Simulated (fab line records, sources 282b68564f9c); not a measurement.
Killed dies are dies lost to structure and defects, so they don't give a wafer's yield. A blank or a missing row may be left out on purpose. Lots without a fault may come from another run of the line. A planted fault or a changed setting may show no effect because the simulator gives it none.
A struck lot beside a sound one | flow rit_cmos | 17 steps out of a route of 202
Sound: wafers L630.2, L630.3, L630.5. Struck: wafers L643.2, L643.3, L643.5. The cause comes at the end.
At each step with rows: each side's tool, then ch and its chambers, then its first start. Under that, the readings that differ: sound wafers | struck wafers | difference of the means | sigmas: that difference in standard deviations of wafers without a fault.
alike: readings whose means differ by less than 2 such deviations, and words and numbers that are the same on both sides. not compared: withheld readings, readings that some wafer has no value for, bounds like >300 that may hide the same value, and numbers for which the record gives no deviation and whose values overlap.
The two part at a step that has a row with sigmas, a row that says differs or no value, or rows on one side only. Numbers that don't overlap but have no deviation are shown without sigmas and don't part them. A reading that every wafer of one side lacks parts them only if that side has two wafers or more.

first, 2 steps without rows for these wafers: RIT_NRETRO_HARDBAKE_07 (time 120 s); RIT_NRETRO_IMPLANT_08.
RIT_NRETRO_STRIP_09: strips in O2, time 180 s.
  sound on plasma_asher-02 ch 0,1, day 4 00:23; struck on plasma_asher-01 ch 0,1, day 6 17:17
  alike: drypump_motor_current_A, o2_flow_sccm
  not compared: rf_hours_counter_h
RIT_NRETRO_TW_MEAS_10:
  sound on film_metro-04, day 4 00:35; struck on film_metro-02, day 6 17:28
  alike: NRETRO_TW
then, 6 steps without rows for these wafers: RIT_PRETRO_HMDS_00 (prime time 60 s); RIT_PRETRO_COAT_01 (resist thk 1300 nm); RIT_PRETRO_SOFTBAKE_02 (time 60 s); RIT_PRETRO_EXPOSE_03 (exposes mask M5, target cd 43700 nm); RIT_PRETRO_PEB_04; RIT_PRETRO_DEVELOP_05 (develop time 68 s).
RIT_PRETRO_OVL_MEAS_06:
  sound on overlay-02, day 4 01:31; struck on overlay-02, day 6 18:24
  alike: PRETRO_OVL
then, 1 step without rows for these wafers: RIT_PRETRO_HARDBAKE_07 (time 120 s).
RIT_PRETRO_IMPLANT_08:
  sound on implanter-02 ch 0, day 4 01:49; struck on implanter-04 ch 0, day 6 18:43
  reading            | sound                            | struck                           | difference  | sigmas
  dose_ions_cm2      | 1.1997e+13 1.2027e+13 1.2016e+13 | 1.0568e+13 1.0565e+13 1.0559e+13 | -1.4493e+12 | -99 or more
  faraday_current_uA | 37.2 38.4 39.5                   | 34.4 34.0 32.3                   | -4.8        | -6
RIT_PRETRO_STRIP_09: strips in O2, time 180 s.
  sound on plasma_asher-03 ch 0,1, day 4 01:57; struck on plasma_asher-01 ch 0,1, day 6 18:50
  alike: drypump_motor_current_A, o2_flow_sccm
  not compared: rf_hours_counter_h
RIT_PRETRO_TW_MEAS_10:
  sound on film_metro-03, day 4 02:08; struck on film_metro-03, day 6 19:01
  reading   | sound             | struck            | difference | sigmas
  PRETRO_TW | 480.7 482.0 484.1 | 460.0 460.0 460.7 | -22.0      | -10
then, 1 step without rows for these wafers: RIT_GATE_WET_ETCH_00 (etches SiO2 in BOE, target depth 56 nm, time 60 s).
RIT_M1_PROBE_99:
  sound on prober-01, day 5 08:48; struck on prober-02, day 7 21:40
  reading                                    | sound                | struck               | difference | sigmas
  model.etest.nmos_0p3.drive_ua_um           | 224.2 221.4 216.9    | 230.9 242.6 239.1    | +16.7      |
  model.etest.nmos_0p15.off_log10_a_um       | -10.11 -9.962 -9.946 | -9.902 -9.683 -9.875 | +0.186     |
  model.etest.retro_edge_nmos.off_log10_a_um | -9.903 -9.854 -9.767 | -9.595 -9.747 -9.723 | +0.153     |
  model.etest.cap_n_gate.c_min_ff_um2        | 2.39 2.394 2.358     | 2.326 2.342 2.333    | -0.047     |
  alike: killed_at_contacts, killed_at_front_end, killed_dies, killed_open, killed_short
  not compared: model.etest.diode_nplus_pwell.bv_v, model.etest.nmos_0p3.bv_v, model.etest.nmos_0p15.bv_v, model.etest.diode_nplus_pwell.cj_ff_um2

WHERE THEY PART
First at RIT_PRETRO_IMPLANT_08; last, within this record, at RIT_PRETRO_TW_MEAS_10. Later steps at which nothing parts them and some readings are alike: RIT_M1_PROBE_99.

WHY: what the simulator had put in
Process parameter drift: implanter-04, from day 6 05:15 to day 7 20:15, at RIT_PRETRO_IMPLANT_08. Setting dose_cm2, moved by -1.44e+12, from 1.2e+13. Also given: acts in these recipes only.
